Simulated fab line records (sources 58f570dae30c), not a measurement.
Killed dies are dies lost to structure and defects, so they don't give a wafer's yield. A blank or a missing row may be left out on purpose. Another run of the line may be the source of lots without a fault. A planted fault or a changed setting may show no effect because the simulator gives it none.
Comparing a struck lot with a sound one    flow berkeleyCmos170    14 steps out of a route of 331
Sound: these wafers, L865.2, L865.4, L865.5. Wafers L858.1, L858.4, L858.6 were the ones struck. Last of all comes the cause.
Each step with rows lists, per side, the tool, then ch with its chambers, then its first start. Under that, the readings that differ: sound wafers    struck wafers    difference of the means    sigmas: that difference in standard deviations of wafers without a fault.
alike: readings with means less than 2 such deviations apart, plus words and numbers identical on both sides. not compared: withheld readings, readings lacking a value on some wafer, bounds such as >300 that could conceal the same value, and numbers that have no deviation in the record and whose values overlap.
The two part at a step that has a row with sigmas, a row that says differs or no value, or rows on one side only. When numbers do not overlap yet have no deviation, they are printed without sigmas and do not part them. A reading missing from all wafers of one side parts the sides only when that side holds two or more wafers.

first, 1 step without rows for these wafers: UCB170_GATE_WET_ETCH_00 (etches SiO2 in dHF, time 200 s).
UCB170_FIELD_THK_MEAS_91:
  struck on filmMetro-04, day 9 19:21; sound on filmMetro-04, day 11 09:59
  alike: FIELD_OXIDE_LEFT_2_THK
then, 1 step without rows for these wafers: UCB170_GATE_OXIDATION_01 (target thk 6.6 nm, ox time 1800 s).
UCB170_GATE_THK_MEAS_02:
  struck on filmMetro-03, day 10 00:40; sound on filmMetro-01, day 11 14:16
  alike: GATE_OXIDE_THK
then, 2 steps without rows for these wafers: UCB170_GATE_ANNEAL_03 (time 1800 s); UCB170_GATE_CVD_04 (deposits poly-Si from SiH4, time 1440 s, target thk 214 nm).
UCB170_GATE_THK_MEAS_05:
  struck on filmMetro-01, day 10 09:36; sound on filmMetro-04, day 11 20:57
  alike: GATE_POLY_THK
then, 5 steps without rows for these wafers: UCB170_GATE_COAT_06; UCB170_GATE_COAT_07 (resist thk 900 nm); UCB170_GATE_SOFTBAKE_08 (time 60 s); UCB170_GATE_EXPOSE_09 (exposes mask POLY, target cd 350 nm); UCB170_GATE_PEB_10.
UCB170_GATE_DEVELOP_11: develop time 45 s.
  struck on lithoTrack-03, day 10 10:00; sound on lithoTrack-02 ch 0, day 11 22:00
  no value came back on the struck wafers for chillPlateTempC (C), developTimeS (s), resistLineTempC (C); on the sound wafers chillPlateTempC (C) reads 22.96 23.08 22.85
reading                               sound              struck           difference  sigmas
model.KrF_of_GATE_COAT_07.thkNm (nm)  887.5 886.9 885.8  900 900.5 897.7  +13         
UCB170_GATE_CD_MEAS_12: target cd 350 nm.
  struck on cdSem-02, day 10 10:50; sound on cdSem-02, day 11 22:28
reading    sound              struck  difference                     sigmas
cdNm (nm)  350.4 350.9 351.5  - - -   no value on the struck wafers  

## WHERE THEY PART
At UCB170_GATE_DEVELOP_11 first; at UCB170_GATE_CD_MEAS_12 last (within this record only).

WHY: what had been put in by the simulator
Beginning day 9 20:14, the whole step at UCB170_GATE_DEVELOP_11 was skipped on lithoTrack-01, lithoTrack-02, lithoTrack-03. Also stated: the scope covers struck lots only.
